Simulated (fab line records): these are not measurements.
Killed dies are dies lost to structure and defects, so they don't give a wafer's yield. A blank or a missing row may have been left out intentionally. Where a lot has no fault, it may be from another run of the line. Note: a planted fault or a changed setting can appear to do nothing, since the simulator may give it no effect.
A sampling plan put to the test -- flow berkeley-cmos170 -- one fab line, 38 faults that these records tell of, each judged on the records of the lots that it struck
The line's own looks make up the plan; these are the steps of the route where a gauge or inspection reads the wafer and leaves it unchanged. A look is open to judgement when struck wafers have a number at it and the file gives its usual mean and standard deviation on fault-free wafers. Caught: 4 or more of those standard deviations (sigma) separate the usual mean from the mean of the struck wafers at a look after the fault's first step. On the tool: the same test on the tool's own readings at the fault's steps. If the struck wafers alone have a blank record, or they carry another recipe, that too counts as caught.

## THE FAULTS, as the simulator had put them in
1. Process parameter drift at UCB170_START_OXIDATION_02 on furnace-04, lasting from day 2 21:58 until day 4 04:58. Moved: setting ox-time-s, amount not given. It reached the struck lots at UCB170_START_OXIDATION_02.
2. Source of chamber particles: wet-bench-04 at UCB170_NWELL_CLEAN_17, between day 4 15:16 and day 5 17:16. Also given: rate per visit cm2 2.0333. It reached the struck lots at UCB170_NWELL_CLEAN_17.
3. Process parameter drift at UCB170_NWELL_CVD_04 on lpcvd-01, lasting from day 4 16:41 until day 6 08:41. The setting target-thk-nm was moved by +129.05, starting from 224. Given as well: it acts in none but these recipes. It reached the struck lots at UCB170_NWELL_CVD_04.
4. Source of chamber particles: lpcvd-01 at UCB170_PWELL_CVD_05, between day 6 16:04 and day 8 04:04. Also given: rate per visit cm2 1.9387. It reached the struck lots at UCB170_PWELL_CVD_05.
5. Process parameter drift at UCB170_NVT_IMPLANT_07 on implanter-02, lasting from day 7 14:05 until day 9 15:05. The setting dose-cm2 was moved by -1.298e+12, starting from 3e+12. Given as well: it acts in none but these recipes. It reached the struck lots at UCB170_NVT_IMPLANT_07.
6. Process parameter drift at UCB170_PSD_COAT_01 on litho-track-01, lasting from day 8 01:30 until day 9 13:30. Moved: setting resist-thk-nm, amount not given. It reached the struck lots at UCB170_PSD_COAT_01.
7. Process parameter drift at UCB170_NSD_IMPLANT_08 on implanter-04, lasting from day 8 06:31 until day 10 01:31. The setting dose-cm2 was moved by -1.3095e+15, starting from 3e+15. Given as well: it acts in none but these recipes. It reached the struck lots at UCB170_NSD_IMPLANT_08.
8. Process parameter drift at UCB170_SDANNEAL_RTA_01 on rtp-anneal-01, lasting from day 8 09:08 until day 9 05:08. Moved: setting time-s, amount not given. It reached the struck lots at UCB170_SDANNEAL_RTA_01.
9. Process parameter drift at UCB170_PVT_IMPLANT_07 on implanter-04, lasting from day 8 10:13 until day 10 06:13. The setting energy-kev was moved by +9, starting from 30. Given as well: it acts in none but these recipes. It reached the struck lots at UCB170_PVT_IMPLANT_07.
10. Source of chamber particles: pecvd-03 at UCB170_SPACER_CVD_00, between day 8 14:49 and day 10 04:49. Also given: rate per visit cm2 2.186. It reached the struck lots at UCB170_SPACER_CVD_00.
11. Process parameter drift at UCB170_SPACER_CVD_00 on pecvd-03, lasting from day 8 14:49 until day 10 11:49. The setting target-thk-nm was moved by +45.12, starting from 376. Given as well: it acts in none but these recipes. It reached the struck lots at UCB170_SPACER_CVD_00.
12. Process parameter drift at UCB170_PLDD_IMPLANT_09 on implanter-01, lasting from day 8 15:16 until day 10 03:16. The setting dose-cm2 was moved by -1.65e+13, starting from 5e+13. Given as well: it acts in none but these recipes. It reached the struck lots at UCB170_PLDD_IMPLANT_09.
13. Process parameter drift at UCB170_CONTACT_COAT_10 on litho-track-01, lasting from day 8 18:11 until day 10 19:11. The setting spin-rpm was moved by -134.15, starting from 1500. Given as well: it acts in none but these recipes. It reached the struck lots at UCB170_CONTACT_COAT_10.
14. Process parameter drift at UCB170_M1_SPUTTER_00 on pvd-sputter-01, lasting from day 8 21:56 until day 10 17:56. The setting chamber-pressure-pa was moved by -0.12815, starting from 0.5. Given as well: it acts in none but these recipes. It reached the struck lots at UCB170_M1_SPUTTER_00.
15. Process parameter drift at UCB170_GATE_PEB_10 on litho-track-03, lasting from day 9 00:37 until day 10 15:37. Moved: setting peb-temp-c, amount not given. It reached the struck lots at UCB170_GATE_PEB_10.
16. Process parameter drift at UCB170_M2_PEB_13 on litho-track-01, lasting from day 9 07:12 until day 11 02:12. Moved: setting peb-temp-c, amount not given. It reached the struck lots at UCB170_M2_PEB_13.
17. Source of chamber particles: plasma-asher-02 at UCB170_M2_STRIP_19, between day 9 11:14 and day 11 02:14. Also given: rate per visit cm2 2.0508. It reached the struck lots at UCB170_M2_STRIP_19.
18. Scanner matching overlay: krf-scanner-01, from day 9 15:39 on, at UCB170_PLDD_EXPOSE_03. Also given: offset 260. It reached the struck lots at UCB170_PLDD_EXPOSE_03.
19. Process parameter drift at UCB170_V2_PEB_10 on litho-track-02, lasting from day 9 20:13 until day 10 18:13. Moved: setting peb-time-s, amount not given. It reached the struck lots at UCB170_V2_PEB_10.
20. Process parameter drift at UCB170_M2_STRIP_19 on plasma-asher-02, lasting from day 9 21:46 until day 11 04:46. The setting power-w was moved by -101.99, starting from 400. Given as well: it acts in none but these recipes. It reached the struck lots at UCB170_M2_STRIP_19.
21. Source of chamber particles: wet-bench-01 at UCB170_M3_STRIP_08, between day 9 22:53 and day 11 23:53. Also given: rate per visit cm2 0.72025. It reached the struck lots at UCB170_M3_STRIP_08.
22. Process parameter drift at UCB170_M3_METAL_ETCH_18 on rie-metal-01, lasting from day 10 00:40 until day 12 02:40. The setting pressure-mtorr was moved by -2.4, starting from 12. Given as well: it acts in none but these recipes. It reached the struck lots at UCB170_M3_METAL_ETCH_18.
23. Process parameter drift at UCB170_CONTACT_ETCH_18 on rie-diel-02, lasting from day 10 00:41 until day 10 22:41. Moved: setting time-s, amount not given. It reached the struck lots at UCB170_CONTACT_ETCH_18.
24. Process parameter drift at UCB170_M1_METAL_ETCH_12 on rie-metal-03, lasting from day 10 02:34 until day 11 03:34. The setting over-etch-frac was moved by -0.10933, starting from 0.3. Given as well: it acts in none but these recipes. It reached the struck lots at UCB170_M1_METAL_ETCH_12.
25. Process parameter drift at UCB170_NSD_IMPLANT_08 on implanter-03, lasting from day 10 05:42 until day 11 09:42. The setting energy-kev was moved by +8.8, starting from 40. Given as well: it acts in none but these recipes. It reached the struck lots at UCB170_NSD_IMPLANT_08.
26. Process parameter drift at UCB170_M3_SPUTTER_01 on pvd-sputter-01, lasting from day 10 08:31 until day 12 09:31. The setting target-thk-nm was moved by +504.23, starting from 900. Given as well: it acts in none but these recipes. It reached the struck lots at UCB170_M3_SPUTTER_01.
27. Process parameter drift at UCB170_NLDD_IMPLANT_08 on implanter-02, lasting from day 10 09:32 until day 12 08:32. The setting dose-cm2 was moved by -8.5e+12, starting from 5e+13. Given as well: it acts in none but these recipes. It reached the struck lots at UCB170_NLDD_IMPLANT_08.
28. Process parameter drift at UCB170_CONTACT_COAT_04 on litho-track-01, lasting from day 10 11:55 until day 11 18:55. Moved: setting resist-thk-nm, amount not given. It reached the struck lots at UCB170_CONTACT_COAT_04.
29. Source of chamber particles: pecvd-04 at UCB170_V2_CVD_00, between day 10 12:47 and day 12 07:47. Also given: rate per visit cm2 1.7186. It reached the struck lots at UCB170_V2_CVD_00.
30. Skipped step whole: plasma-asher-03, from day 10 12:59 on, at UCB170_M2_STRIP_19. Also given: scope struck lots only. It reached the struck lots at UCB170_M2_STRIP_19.
31. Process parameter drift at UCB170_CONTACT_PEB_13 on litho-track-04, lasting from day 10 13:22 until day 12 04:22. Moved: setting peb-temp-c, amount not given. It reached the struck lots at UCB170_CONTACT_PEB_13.
32. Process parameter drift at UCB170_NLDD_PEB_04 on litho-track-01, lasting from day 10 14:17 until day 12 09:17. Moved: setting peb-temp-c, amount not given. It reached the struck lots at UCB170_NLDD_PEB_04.
33. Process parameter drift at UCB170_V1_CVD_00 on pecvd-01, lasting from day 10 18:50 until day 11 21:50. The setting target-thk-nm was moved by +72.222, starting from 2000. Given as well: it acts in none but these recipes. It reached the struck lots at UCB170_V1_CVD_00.
34. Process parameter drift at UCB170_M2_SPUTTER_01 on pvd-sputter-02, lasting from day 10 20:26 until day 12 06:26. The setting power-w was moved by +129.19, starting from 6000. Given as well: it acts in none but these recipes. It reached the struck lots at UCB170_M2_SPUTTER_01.
35. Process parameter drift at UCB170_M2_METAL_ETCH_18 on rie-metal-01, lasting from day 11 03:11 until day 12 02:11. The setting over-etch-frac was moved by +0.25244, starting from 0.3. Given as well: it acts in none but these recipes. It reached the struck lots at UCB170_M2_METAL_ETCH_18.
36. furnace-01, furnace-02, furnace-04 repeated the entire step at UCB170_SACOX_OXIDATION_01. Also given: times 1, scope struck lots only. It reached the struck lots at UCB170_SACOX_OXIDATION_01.
37. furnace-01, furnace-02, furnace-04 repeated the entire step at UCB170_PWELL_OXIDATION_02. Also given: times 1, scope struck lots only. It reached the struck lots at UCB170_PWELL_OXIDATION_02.
38. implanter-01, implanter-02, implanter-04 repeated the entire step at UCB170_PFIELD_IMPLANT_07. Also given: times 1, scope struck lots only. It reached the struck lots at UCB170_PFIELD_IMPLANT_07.

## WHAT THE PLAN SAW
fault,on the tool itself,first look that catches it,"reading, sigma",median hours from its first step to that look,hours from the fault's start to the first struck lot there,judged looks passed uncaught
1,under 2 sigma,UCB170_START_THK_MEAS_03,START_OXIDE_THK +14,1.5,7,0
2,no reading that can be judged,no look after it can be judged,-,-,-,0
3,no reading that can be judged,UCB170_NWELL_THK_MEAS_05,NWELL_NITRIDE_THK +44,1.9,9,0
4,no reading that can be judged,no look after it can be judged,-,-,-,0
5,dose-ions-cm2 -99 or beyond sigma,UCB170_NVT_TW_MEAS_09,NVT_TW -20,0.2,4,0
6,under 2 sigma,no look after it can be judged,-,-,-,0
7,dose-ions-cm2 -99 or beyond sigma,UCB170_NSD_TW_MEAS_10,NSD_TW -8.1,0.2,14,0
8,under 2 sigma,UCB170_SDANNEAL_RS_MEAS_02,PSD_RS -5.5,0.1,14,0
9,beam-energy-keV +99 or beyond sigma,UCB170_PVT_TW_MEAS_09,PVT_TW +11,0.2,12,0
10,under 2 sigma,none of the 3 looks that can be judged after it,-,-,-,3
11,under 2 sigma,UCB170_SPACER_THK_MEAS_01,SPACER_TEOS_THK +9.5,0.0,5,0
12,dose-ions-cm2 -99 or beyond sigma,UCB170_PLDD_TW_MEAS_11,PLDD_TW -8.5,0.2,1,0
13,spin-speed-rpm -99 or beyond sigma,none of the 2 looks that can be judged after it,-,-,-,2
14,chamber-pressure-pa -99 or beyond sigma,UCB170_M1_RS_MEAS_01,M1_AL_RS -10,0.1,13,0
15,heater-power-total-W +17 sigma,UCB170_GATE_CD_MEAS_12,cd-nm -4.6,0.3,14,0
16,heater-power-total-W -23 sigma,UCB170_M2_CD_MEAS_15,cd-nm +11,0.3,6,0
17,under 2 sigma,no look after it can be judged,-,-,-,0
18,no reading that can be judged,UCB170_PLDD_OVL_MEAS_07,PLDD_OVL +43,1.0,1,0
19,under 2 sigma,not the one look that can be judged after it,"strongest: cd-nm at UCB170_V2_CD_MEAS_12, +3.5",-,-,1
20,oes-product-au -57 sigma,no look after it can be judged,-,-,-,0
21,no reading that can be judged,no look after it can be judged,-,-,-,0
22,chamber-pressure-mTorr -99 or beyond sigma,no look after it can be judged,-,-,-,0
23,run-length-s -24 sigma,no look after it can be judged,-,-,-,0
24,oes-product-au +5.3 sigma,no look after it can be judged,-,-,-,0
25,beam-energy-keV +99 or beyond sigma,UCB170_NSD_TW_MEAS_10,NSD_TW +6.8,0.2,0,0
26,under 2 sigma,UCB170_M3_RS_MEAS_02,M3_AL_RS -37,0.1,15,0
27,dose-ions-cm2 -99 or beyond sigma,UCB170_SDANNEAL_RS_MEAS_05,NLDD_RS +29,14.4,22,0
28,under 2 sigma,none of the 2 looks that can be judged after it,-,-,-,2
29,under 2 sigma,not the one look that can be judged after it,-,-,-,1
30,the tool's record is blank for the struck wafers,no look after it can be judged,-,-,-,0
31,heater-power-total-W +24 sigma,UCB170_CONTACT_CD_MEAS_15,cd-nm +7.9,0.3,0,0
32,heater-power-total-W -17 sigma,UCB170_NLDD_CD_MEAS_06,cd-nm -6.9,0.3,15,0
33,under 2 sigma,none of the 2 looks that can be judged after it,"strongest: V1_TEOS_THK at UCB170_V1_THK_MEAS_01, +3.7",-,-,2
34,cathode-dc-power-W +99 or beyond sigma,none of the 8 looks that can be judged after it,"strongest: M2_AL_RS at UCB170_M2_RS_MEAS_02, -2.4",-,-,8
35,oes-product-au -8.4 sigma,none of the 2 looks that can be judged after it,"strongest: cd-nm at UCB170_M2_CD_MEAS_90, -3.0",-,-,2
36,no reading that can be judged,UCB170_SACOX_THK_MEAS_02,SACOX_OXIDE_THK +30,4.9,-,0
37,no reading that can be judged,UCB170_PWELL_THK_MEAS_03,PWELL_OXIDE_THK +30,5.3,-,0
38,under 2 sigma,UCB170_PFIELD_TW_MEAS_09,PFIELD_TW +38,0.7,-,0
Dash: fault not caught, or number not given in these records.

Caught at a look: 20 of 38. Caught on the tool: 19 of 38. By one or the other: 28 of 38.
On the tool alone, faults 13, 20, 22, 23, 24, 30, 34, 35 were caught.
Caught at a look alone: faults 1, 3, 8, 11, 18, 26, 36, 37, 38.
Caught by neither: faults 2, 4, 6, 10, 17, 19, 21, 28, 29, 33.

## THINNER SAMPLING
Were the look that catches a fault to measure just every second or every third lot (counted by lot number), the first struck lot would, at worst, be measured this late:
fault,"struck lots at that look, in order of time",every lot,every second lot,every third lot
1,"L618, L617",7 h,7 h,may miss all 2
3,"L260, L261",9 h,9 h,may miss all 2
5,"L747, L750, L752",4 h,27 h,may miss all 3
7,"L383, L385",14 h,may miss all 2,may miss all 2
8,"L516, L515",14 h,15 h,may miss all 2
9,"L365, L362",12 h,13 h,may miss all 2
11,"L954, L957",5 h,30 h,may miss all 2
12,"L790, L795",1 h,27 h,may miss all 2
14,"L429, L433",13 h,may miss all 2,may miss all 2
15,"L423, L421, L424",14 h,19 h,may miss all 3
16,"L183, L182",6 h,7 h,may miss all 2
18,"L273, L269, L270",1 h,1 h,may miss all 3
25,"L737, L733, L740",0 h,24 h,may miss all 3
26,"L192, L191",15 h,23 h,may miss all 2
27,"L533, L537",22 h,may miss all 2,may miss all 2
31,"L296, L292, L298",0 h,may miss all 3,may miss all 3
32,"L821, L820",15 h,16 h,may miss all 2
The hour figures run from when the fault began to the first measured lot among those it struck. 4 sigma limit: tested on the pooled struck wafers, so a lone lot may be under it. Other struck lots may not be in these records.

## THE LONGEST TIMED WAY FROM STEP TO LOOK
For fault 27, UCB170_NLDD_IMPLANT_08 and UCB170_SDANNEAL_RS_MEAS_05 are separated by a median of 14.4 hours. No look between them can be judged.
